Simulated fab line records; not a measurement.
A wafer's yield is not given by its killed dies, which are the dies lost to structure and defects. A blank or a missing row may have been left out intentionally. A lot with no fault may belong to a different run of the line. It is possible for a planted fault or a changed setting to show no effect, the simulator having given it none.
fab line records	flow ritCmos
record lots=6	wafers=18	lastDay=7
route steps=202 shown M1@184
lots that met no fault: from a run of the same line without faults
startH: hours from the record's first day to the start of the lot's first wafer shown	waitH: hours from the lot's prior step to this one	" the same as in the row above	L1.1+2: a row that stands for several wafers	- either no value or no given start	* or withheld: withheld	< > ~ a bound
route shown NAME@n: a module of which the file shows steps, and the number in the route of the first	usual: mean/standard deviation taken from wafers without a fault	same: alike in all rows	chamber/n: place in a boat	sites: readings site by site	_std_site: the values' standard deviation	_edge_site: mean of outer sites minus mean of inner sites	radiusMm: for every site, how far away it sits from the centre of the wafer	mask NAME#n: copy n	behind: the tool/chamber that last shaped the wafer	hold: why the lot went on hold/how many hours it stayed there/how the hold came to an end	device: the n, p or np transistor that did not switch	end of line: at the end of the route, the tests of the same wafers	a step without rows: its recipe alone	killed: at the first sort, the dies lost to defects and structure; wafer yield is something else	map: the dies of a wafer, with x for killed, . for not killed, _ for no die there
set.NAME: the setting the step ran with; set.NAME@STEP: the setting that earlier step ran with	model.NAME: the simulator's own value behind a step, which no gauge read
certain route steps with their lots: each step a table, each wafer a row
services: from which hour (startH, from the record's first day; less than 0 if before it) a tool's chamber was out of use, for how many hours, and why
## steps
# step RIT_M1_SPUTTER_00
# recipe material=Al	targetThkNm=400	powerW=2000	chamberPressurePa=0.4	gas=Ar	timeS=500	substrateTempC=25
# usual cathodeDcPowerW=2000.0/0.39	throttleValvePct=30.0/1.3
lot.wafer	tool	chamber	startH	waitH	cathodeDcPowerW	throttleValvePct
L276.3	pvdSputter-04	-	59.63	0.0	1999.9	28.5
L276.4	"	-	"	"	1999.8	27.8
L276.6	"	-	"	"	2000.4	28.6
L280.1	pvdSputter-04	-	79.67	0.0	1999.8	27.7
L280.4	"	-	"	"	2000.2	30.0
L280.5	"	-	"	"	2000.4	28.1
L286.1	pvdSputter-04	-	107.52	0.0	2000.1	28.7
L286.4	"	-	"	"	2000.3	32.2
L286.6	"	-	"	"	1999.2	28.0
L289.4	pvdSputter-03	-	123.48	0.0	1999.7	30.9
L289.5	"	-	"	"	2000.6	30.2
L289.6	"	-	"	"	2000.1	31.0
L296.1	pvdSputter-01	-	162.45	0.0	1999.9	29.3
L296.3	"	-	"	"	1999.9	29.8
L296.6	"	-	"	"	2000.1	29.4
L298.2	pvdSputter-04	-	168.81	0.0	2000.5	29.4
L298.3	"	-	"	"	1999.8	31.9
L298.4	"	-	"	"	2000.2	28.6
# step RIT_M1_RS_MEAS_01
# recipe thkMeasGauge=four-point-probe	reads=Al_of_M1_SPUTTER_00
# usual M1_AL_RS=0.0743/0.00086
lot.wafer	tool	chamber	startH	waitH	M1_AL_RS[ohm/sq]
L276.3	filmMetro-01	-	59.97	0.2	0.0743
L276.4	"	-	"	"	0.0752
L276.6	"	-	"	"	0.0744
L280.1	filmMetro-01	-	79.97	0.1	0.0745
L280.4	"	-	"	"	0.0739
L280.5	"	-	"	"	0.0740
L286.1	filmMetro-01	-	107.81	0.1	0.0749
L286.4	"	-	"	"	0.0751
L286.6	"	-	"	"	0.0747
L289.4	filmMetro-04	-	123.83	0.2	0.0759
L289.5	"	-	"	"	0.0743
L289.6	"	-	"	"	0.0737
L296.1	filmMetro-01	-	162.74	0.1	0.0734
L296.3	"	-	"	"	0.0734
L296.6	"	-	"	"	0.0741
L298.2	filmMetro-02	-	169.12	0.2	0.0749
L298.3	"	-	"	"	0.0746
L298.4	"	-	"	"	0.0733
# step RIT_M1_THK_MEAS_02
# recipe thkMeasGauge=xrf	reads=Al_of_M1_SPUTTER_00
# usual M1_AL_THK=383/4.7
lot.wafer	tool	chamber	startH	waitH	M1_AL_THK[nm]
L276.3	filmMetro-01	-	60.07	0.1	385
L276.4	"	-	"	"	381
L276.6	"	-	"	"	383
L280.1	filmMetro-01	-	80.09	0.1	384
L280.4	"	-	"	"	388
L280.5	"	-	"	"	384
L286.1	filmMetro-01	-	107.93	0.1	381
L286.4	"	-	"	"	382
L286.6	"	-	"	"	381
L289.4	filmMetro-04	-	123.92	0.1	373
L289.5	"	-	"	"	380
L289.6	"	-	"	"	383
L296.1	filmMetro-01	-	162.86	0.1	386
L296.3	"	-	"	"	389
L296.6	"	-	"	"	386
L298.2	filmMetro-02	-	169.23	0.1	381
L298.3	"	-	"	"	383
L298.4	"	-	"	"	392
# step RIT_M1_HMDS_03
# recipe primeTimeS=60	primeTempC=140
# step RIT_M1_COAT_04
# recipe resist=NOVOLAK	spinRpm=2000	resistThkNm=1322
# step RIT_M1_SOFTBAKE_05
# recipe resist=NOVOLAK	tempC=90	timeS=60
# step RIT_M1_EXPOSE_06
# recipe maskId=M12	na=0.6	sourceShape=conventional	sigmaOuter=0.5	targetCdNm=2600	doseMj=250
# step RIT_M1_PEB_07
# recipe resist=NOVOLAK	tempC=withheld	timeS=withheld
# step RIT_M1_DEVELOP_08
# recipe resist=NOVOLAK	developTimeS=68	devTempC=23
# step RIT_M1_CD_MEAS_09
# recipe targetCdNm=2600
# usual cdNm=2599.2/2.7
lot.wafer	tool	chamber	startH	waitH	cdNm
L276.3	cdSem-02	-	61.15	-	2601.2
L276.4	"	-	"	"	2598.8
L276.6	"	-	"	"	2601.2
L280.1	cdSem-02	-	81.44	-	2602.4
L280.4	"	-	"	"	2600.5
L280.5	"	-	"	"	2602.6
L286.1	cdSem-02	-	109.00	-	2599.6
L286.4	"	-	"	"	2599.7
L286.6	"	-	"	"	2599.1
L289.4	cdSem-02	-	125.02	-	2598.1
L289.5	"	-	"	"	2600.1
L289.6	"	-	"	"	2596.8
L296.1	cdSem-01	-	163.88	-	2597.9
L296.3	"	-	"	"	2598.9
L296.6	"	-	"	"	2599.1
L298.2	cdSem-02	-	170.28	-	2599.7
L298.3	"	-	"	"	2600.4
L298.4	"	-	"	"	2601.2
# step RIT_M1_OVL_MEAS_10
# usual M1_OVL=0.7/1.5
lot.wafer	tool	chamber	startH	waitH	M1_OVL[nm]
L276.3	overlay-01	-	61.24	0.1	-0.1
L276.4	"	-	"	"	-0.5
L276.6	"	-	"	"	-2.1
L280.1	overlay-01	-	81.56	0.1	0.4
L280.4	"	-	"	"	0.4
L280.5	"	-	"	"	1.1
L286.1	overlay-02	-	109.12	0.1	-1.0
L286.4	"	-	"	"	-0.5
L286.6	"	-	"	"	-1.6
L289.4	overlay-01	-	125.10	0.1	1.4
L289.5	"	-	"	"	2.3
L289.6	"	-	"	"	1.9
L296.1	overlay-01	-	164.00	0.1	1.6
L296.3	"	-	"	"	1.5
L296.6	"	-	"	"	3.7
L298.2	overlay-01	-	170.39	0.1	2.6
L298.3	"	-	"	"	1.3
L298.4	"	-	"	"	2.8
# step RIT_M1_HARDBAKE_11
# recipe resist=NOVOLAK	tempC=140	timeS=120
# step RIT_M1_METAL_ETCH_12
# recipe stopOn=SiO2	chemistry=Cl2/BCl3	target=Al	timeS=165	overEtchFrac=0.5	pressureMtorr=100	targetDepthA=6000	rfW=250	Cl2_flow_sccm=60	bcl3FlowSccm=50
# usual drypumpMotorCurrentA=5.7/0.62	oesProductAu=0.764/0.016	runLengthS=193.9/1.4	throttleValvePct=8.31/0.068
# same overEtchFrac=0.5
lot.wafer	tool	chamber	startH	waitH	drypumpMotorCurrentA	oesProductAu	rfHoursCounterH	runLengthS	throttleValvePct	model.NOVOLAK_of_M1_COAT_04.thkNm
L276.3	rieMetal-04	1	61.57	0.2	4.8	0.749	-	193.2	8.32	825.4
L276.4	"	0	"	"	5.8	0.741	-	193.9	8.36	817.7
L276.6	"	0	"	"	5.8	0.753	-	193.7	8.36	825.9
L280.1	rieMetal-01	0	82.05	0.2	6.0	0.793	3	193.2	8.30	821.7
L280.4	"	1	"	"	5.0	0.761	-	194.0	8.40	809.7
L280.5	"	1	"	"	5.0	0.767	-	193.8	8.38	811.8
L286.1	rieMetal-01	0	109.41	0.2	6.1	0.751	3	202.6	8.29	805.4
L286.4	"	0	"	"	6.0	0.761	-	202.0	8.29	801.4
L286.6	"	1	"	"	5.0	0.752	-	202.6	8.39	791.9
L289.4	rieMetal-01	1	125.42	0.1	5.0	0.737	-	203.1	8.41	790.6
L289.5	"	1	"	"	5.0	0.738	-	202.8	8.37	788.9
L289.6	"	0	"	"	6.1	0.773	-	201.9	8.29	802.2
L296.1	rieMetal-04	0	164.28	0.2	5.8	0.761	2	194.0	8.35	814.2
L296.3	"	1	"	"	4.8	0.751	-	192.8	8.32	831
L296.6	"	0	"	"	5.8	0.761	-	193.6	8.35	819.4
L298.2	rieMetal-03	0	170.67	0.2	5.9	0.751	0	192.3	8.33	825
L298.3	"	0	"	"	5.9	0.762	-	192.3	8.32	828.2
L298.4	"	1	"	"	6.6	0.789	-	193.8	8.17	816
# step RIT_M1_STRIP_13
# recipe chemistry=nmp	resist=NOVOLAK	tempC=80	timeS=600	dry=n2Spin
# step RIT_M1_PROBE_99
# usual defectLimitedYield=97.4/1.1	killed_at_M0_to_M3=0.0/0.16	killedAtContacts=0.1/0.24	killedAtFrontEnd=6.7/2.9	killedDies=6.8/2.9	killedOpen=3.5/1.8	killedShort=3.3/2.1	sort_bin_3_pad_short=0.1/0.26	sort_bin_5_function=1.4/0.73	sort_bin_6_memory=1.0/0.64	sortNPass=257.2/2.9	sortYieldPct=97.4/1.1
# same grossDies=264	killed_at_M4_up=0	killedAtBackSide=0	killedAtOther=0
lot.wafer	tool	chamber	startH	waitH	defectLimitedYield[%]	killed_at_M0_to_M3	killedAtContacts	killedAtFrontEnd	killedDies	killedOpen	killedShort	sort_bin_3_pad_short[%]	sort_bin_5_function[%]	sort_bin_6_memory[%]	sortNPass	sortYieldPct[%]
L276.3	prober-01	-	63.87	0.2	97.0	0	0	8	8	2	6	0	1.1	1.9	256.0	97.0
L276.4	prober-01	-	63.92	0.2	95.8	0	1	10	11	5	6	0	3.0	1.1	253.0	95.8
L276.6	prober-01	-	64.02	0.2	97.3	0	0	7	7	3	4	0.4	1.5	0.8	257.0	97.3
L280.1	prober-01	-	84.30	0.1	98.1	0	0	5	5	2	3	0	1.1	0.8	259.0	98.1
L280.4	prober-01	-	84.45	0.2	99.2	0	0	2	2	2	0	0	0.8	0	262.0	99.2
L280.5	prober-01	-	84.50	0.2	96.6	1	1	7	9	2	7	1.1	1.1	1.1	255.0	96.6
L286.1	prober-01	-	112.10	0.1	96.6	0	0	9	9	4	5	0.4	2.3	0.8	255.0	96.6
L286.4	prober-01	-	112.25	0.2	96.6	0	1	8	9	2	7	0.4	2.3	0.8	255.0	96.6
L286.6	prober-01	-	112.35	0.2	97.7	0	0	6	6	2	4	0	0.8	1.5	258.0	97.7
L289.4	prober-02	-	129.35	0.2	98.1	0	0	5	5	2	3	0	0.8	1.1	259.0	98.1
L289.5	prober-02	-	129.40	0.2	96.6	0	0	9	9	6	3	0.4	2.7	0.4	255.0	96.6
L289.6	prober-02	-	129.45	0.2	99.6	0	0	1	1	0	1	0.4	0	0	263.0	99.6
L296.1	prober-02	-	166.54	0.1	97.0	0	0	8	8	1	7	0.4	1.9	0.8	256.0	97.0
L296.3	prober-02	-	166.64	0.2	97.3	0	0	7	7	3	4	0	1.1	1.5	257.0	97.3
L296.6	prober-02	-	166.79	0.2	97.3	0	0	7	7	5	2	0	1.5	1.1	257.0	97.3
L298.2	prober-01	-	173.56	0.1	98.1	0	0	5	5	2	3	0	0.4	1.5	259.0	98.1
L298.3	prober-01	-	173.61	0.2	98.1	0	1	4	5	3	2	0.4	1.1	0.4	259.0	98.1
L298.4	prober-01	-	173.66	0.2	96.6	0	0	9	9	3	6	0	1.9	1.5	255.0	96.6
# killed by level:class
L276.3 GATE:geometricParticle:short=4 GATE:geometricParticle:open=2 SPACER:geometricParticle:short=1 SILICIDE:geometricParticle:short=1
L276.4 GATE:geometricParticle:short=3 SILICIDE:geometricParticle:open=2 GATE:geometricParticle:open=2 FOX1:geometricParticle:open=1 FOX2:geometricParticle:short=1 SILICIDE:geometricParticle:short=1 CONTACT:geometricParticle:short=1
L276.6 GATE:geometricParticle:open=2 FOX1:geometricParticle:short=1 GATE:geometricParticle:short=1 REOX:geometricParticle:open=1 SPACER:geometricParticle:short=1 SILICIDE:geometricParticle:short=1
L280.1 REOX:geometricParticle:open=2 FOX1:geometricParticle:short=1 FOX2:geometricParticle:short=1 GATE:geometricParticle:short=1
L280.4 GATE:geometricParticle:open=2
L280.5 FOX1:geometricParticle:short=2 SILICIDE:geometricParticle:short=2 GATE:geometricParticle:short=1 SPACER:geometricParticle:short=1 SILICIDE:geometricParticle:open=1 CONTACT:geometricParticle:open=1 M1:geometricParticle:short=1
L286.1 GATE:geometricParticle:open=2 REOX:geometricParticle:open=2 REOX:geometricParticle:short=2 SPACER:geometricParticle:short=2 GATE:geometricParticle:short=1
L286.4 GATE:geometricParticle:short=6 FOX1:geometricParticle:open=1 GATE:geometricParticle:open=1 CONTACT:geometricParticle:short=1
L286.6 GATE:geometricParticle:short=3 GATE:geometricParticle:open=1 REOX:geometricParticle:open=1 REOX:geometricParticle:short=1
L289.4 GATE:geometricParticle:short=2 FOX1:geometricParticle:open=1 REOX:geometricParticle:short=1 REOX:geometricParticle:open=1
L289.5 GATE:geometricParticle:short=2 GATE:geometricParticle:open=2 SPACER:geometricParticle:open=2 REOX:geometricParticle:short=1 REOX:geometricParticle:open=1 SILICIDE:geometricParticle:open=1
L289.6 GATE:geometricParticle:short=1
L296.1 FOX1:geometricParticle:short=2 REOX:geometricParticle:short=2 ACTIVE:geometricParticle:short=1 GATE:geometricParticle:short=1 SPACER:geometricParticle:open=1 SILICIDE:geometricParticle:short=1
L296.3 GATE:geometricParticle:short=3 ACTIVE:geometricParticle:open=1 FOX1:geometricParticle:open=1 FOX1:geometricParticle:short=1 GATE:geometricParticle:open=1
L296.6 SILICIDE:geometricParticle:open=2 FOX1:geometricParticle:open=1 FOX2:geometricParticle:open=1 REOX:geometricParticle:short=1 SPACER:geometricParticle:open=1 SILICIDE:geometricParticle:short=1
L298.2 GATE:geometricParticle:short=3 GATE:geometricParticle:open=2
L298.3 FOX1:geometricParticle:short=1 GATE:geometricParticle:open=1 REOX:geometricParticle:short=1 SPACER:geometricParticle:open=1 CONTACT:geometricParticle:open=1
L298.4 GATE:geometricParticle:short=3 SPACER:geometricParticle:short=2 GATE:geometricParticle:open=1 REOX:geometricParticle:open=1 SILICIDE:geometricParticle:open=1 SILICIDE:geometricParticle:short=1
## services
tool	chamber	startH	hours	kind
rieMetal-03	-	38.49	0.1	repair
pvdSputter-03	-	52.47	2.4	repair
pvdSputter-03	-	78.66	2.7	repair
rieMetal-04	0	109.02	8.3	repair
rieMetal-01	-	111.20	0.1	repair
rieMetal-03	-	136.12	20.0	pm
rieMetal-03	0	136.12	20.0	ventCycle
rieMetal-03	1	136.12	20.0	ventCycle
rieMetal-01	0	143.67	9.1	repair
rieMetal-03	0	156.12	-	clean
rieMetal-03	1	156.12	-	clean
pvdSputter-03	-	168.48	4.1	repair
## key
firstSign step=RIT_M1_METAL_ETCH_12	reading=runLengthS	direction=up	sigmas=6.3	usual=*	struck=*
effect none on later readings
modelEffect step=RIT_M1_METAL_ETCH_12	value=NOVOLAK_of_M1_COAT_04.thkNm	without=815.2	struck=796.7
metAt RIT_M1_METAL_ETCH_12
struckWafers L286.1,L286.4,L286.6,L289.4,L289.5,L289.6
onsetBetween 82.05 109.41
fault kind=processParameterDrift	tool=rieMetal-01	chamber=-	onsetH=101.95	steps=RIT_M1_METAL_ETCH_12	channel=timeS	offset=*	shape=step	endH=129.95	stated=*
